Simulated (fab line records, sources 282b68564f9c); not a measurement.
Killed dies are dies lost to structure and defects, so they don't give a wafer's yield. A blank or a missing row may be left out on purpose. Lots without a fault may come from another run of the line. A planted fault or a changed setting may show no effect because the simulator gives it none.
Problem report in the 8D (eight disciplines) form, filled by code | flow rit_cmos | the parts of the form that need people (team, actions taken, sign-off) are left out

1. THE PROBLEM
CONTACT_TEOS_THK at RIT_CONTACT_THK_MEAS_01 reads a mean of 241 nm on 4 wafers of 2 lots; wafers without a fault read 401 nm with a standard deviation of 4.5. That is -36 standard deviations from the usual mean.
First seen on wafer L848.3, day 5 19:26, on film_metro-01. The record holds 42 wafers of 14 lots with a number at this step. Rule for "out", or "out of limits": more than 4 standard deviations from the usual mean. The other wafers with a number count as sound.

2. WHAT IT IS AND WHAT IT IS NOT
question                    | is                             | is not
which readings at this step | CONTACT_TEOS_THK               | -
which lots                  | L848, L851                     | L836, L838, L839, L842, L843, L844, L845, L846, L847, L856, L858, L859
which wafers of those lots  | L848.3, L848.5, L851.1, L851.5 | L848.4, L851.2
read on which gauges        | film_metro-01                  | film_metro-02, film_metro-03
when                        | from day 5 19:26               | up to then (28 sound wafers); but 10 sound wafers of L851, L856, L858, L859 came after

3. SUSPECTS, AND WHAT RULES EACH OUT
Counting: a tool at a process step up to the reading stays a suspect if it ran every lot that is out. Sound lots after the first of them don't rule it out here, since some wafers of a struck lot are sound.
- the gauge at RIT_CONTACT_THK_MEAS_01: kept. All the wafers that are out were read on film_metro-01, and no step on other tools shows them out.
- pecvd-04 at RIT_CONTACT_CVD_00 (deposits SiO2 from TEOS, target thk 400 nm, time 61 s): kept. It ran every lot that is out, first L848 (day 5 19:22); its last sound lot up to then is L845 (day 5 01:01).
- Within pecvd-04 at RIT_CONTACT_CVD_00: the wafers that are out ran in chamber 1; their sound lot-mates ran in chambers 0, 2.
Left after counting: pecvd-04 at RIT_CONTACT_CVD_00, film_metro-01 at RIT_CONTACT_THK_MEAS_01.

4. THE CAUSE (what the simulator had put in)
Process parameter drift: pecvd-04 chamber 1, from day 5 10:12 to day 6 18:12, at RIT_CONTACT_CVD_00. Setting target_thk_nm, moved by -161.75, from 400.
Counting left 2 suspects, and this tool is among them.

5. THE CHAIN OF EFFECTS, in route order
Each row: a reading whose mean over the struck wafers that have a number lies more than 3 standard deviations from the usual. Only readings for which the record gives a usual standard deviation are gone through. hours: the time from each lot's start at the first step in this table that gives one to its start at this step, as a median over the lots. sigmas: the change in usual standard deviations.
hours | step                    | reading          | usual  | on struck wafers | change | sigmas
0     | RIT_CONTACT_THK_MEAS_01 | CONTACT_TEOS_THK | 401 nm | 241              | -160   | -36
Later measuring or inspecting steps at which every struck wafer that the step has a row for has a number for every such reading, and none has moved that far: RIT_CONTACT_CD_MEAS_08, RIT_M1_CD_MEAS_90.

6. WHAT WOULD HAVE CAUGHT IT SOONER
In this record the first reading out of limits at a measuring or inspecting step was taken at day 5 19:26, 9 hours after the fault began at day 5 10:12.
Of the tool readings at RIT_CONTACT_CVD_00 for which the record gives a usual standard deviation, none was out on any struck wafer, so an alarm limit of 4 standard deviations on them would not have fired.
Of the lots that are out (2), L851 began RIT_CONTACT_CVD_00 on pecvd-04 after day 5 19:26. A hold on the tool at that time would have spared it.
